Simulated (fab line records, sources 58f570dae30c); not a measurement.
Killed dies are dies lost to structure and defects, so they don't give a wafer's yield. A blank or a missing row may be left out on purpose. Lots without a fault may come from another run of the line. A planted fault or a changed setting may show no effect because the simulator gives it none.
One fault seen from 2 desks | flow berkeley_cmos170 | each desk has only its own numbers; what lay behind them comes last

THE TOOL OWNER'S DESK: lpcvd-02
The tool's own readings at UCB170_CONTACT_CVD_01 (deposits PSG from SiH4/O2/PH3, target thk 700 nm, time 2820 s): means of the sampled wafers that have a number, for each lot that ran on this tool. A lot is out of limits, marked OUT, if its mean lies more than 4 standard deviations from the usual mean; the brackets give that distance.
Columns: A = ph3_flow_sccm at UCB170_CONTACT_CVD_01, usual 25.01 sccm; B = zone_power_source_pct at UCB170_CONTACT_CVD_01, usual 7.4 %
lot  | first seen here | A               | B
L541 | day 6 20:16     | 24.95           | 7.2
L546 | day 7 16:35     | 29.95 (+58) OUT | 7.3
L547 | day 7 23:29     | 29.99 (+59) OUT | 7.3
L559 | day 11 01:43    | 25.05           | 7.6
L561 | day 11 06:57    | 25.02           | 7.4
This desk's finding: out of limits on L546, L547; first on L546, day 7 16:35 (ph3_flow_sccm at UCB170_CONTACT_CVD_01). In limits: L541, L559, L561.

THE METROLOGY DESK
What the gauges read, lot by lot, whatever tool the lot ran on: means of the sampled wafers that have a number. A lot is out of limits, marked OUT, if its mean lies more than 4 standard deviations from the usual mean; the brackets give that distance. Of its 12 readings 7 are shown: those that lie furthest out on some lot.
Columns: A = NSD_RS at UCB170_SDANNEAL_RS_MEAS_03, usual 37.20 ohm/sq; B = PLDD_RS at UCB170_SDANNEAL_RS_MEAS_04, usual 1030 ohm/sq; C = NLDD_RS at UCB170_SDANNEAL_RS_MEAS_05, usual 615.1 ohm/sq; D = SILICIDE_TI_THK at UCB170_SILICIDE_THK_MEAS_03, usual 29.9 nm; E = CONTACT_PSG_THK at UCB170_CONTACT_THK_MEAS_02, usual 703 nm; F = CONTACT_OVL at UCB170_CONTACT_OVL_MEAS_16, usual 4 nm; G = M1_AL_THK at UCB170_M1_THK_MEAS_02, usual 593 nm
lot  | first seen here | A     | B    | C     | D    | E   | F  | G
L541 | day 6 17:56     | 37.21 | 1027 | 614.5 | 30.0 | 701 | -5 | 580
L546 | day 7 15:28     | 37.37 | 1031 | 615.3 | 29.7 | 718 | 12 | 582
L547 | day 7 21:10     | 37.23 | 1026 | 612.8 | 29.3 | 712 | 3  | 599
L549 | day 8 19:44     | 37.26 | 1029 | 614.8 | 29.8 | 707 | 9  | 590
L559 | day 10 23:15    | 37.15 | 1030 | 612.9 | 30.4 | 708 | 5  | 594
L561 | day 11 05:58    | 37.24 | 1037 | 617.7 | 29.7 | 707 | 2  | 596
This desk's finding: nothing out of limits on any of the 6 lots.

PUT TOGETHER
The tool owner's desk could have raised an alarm at day 7 16:35, on L546, L547.
The metrology desk saw nothing out of limits.
The metrology desk has L546, L547 on record, within its limits.
Of the lots named, all ran UCB170_CONTACT_CVD_01 on lpcvd-02.

WHAT THE SIMULATOR HAD PUT IN
Process parameter drift: lpcvd-02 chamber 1, from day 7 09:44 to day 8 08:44, at UCB170_CONTACT_CVD_01. Setting ph3_flow_sccm, moved by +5, from 25.
Lots struck among those shown: L546, L547.
Hours from the fault's start to each desk's first reading out of limits: the tool owner's desk, 7.
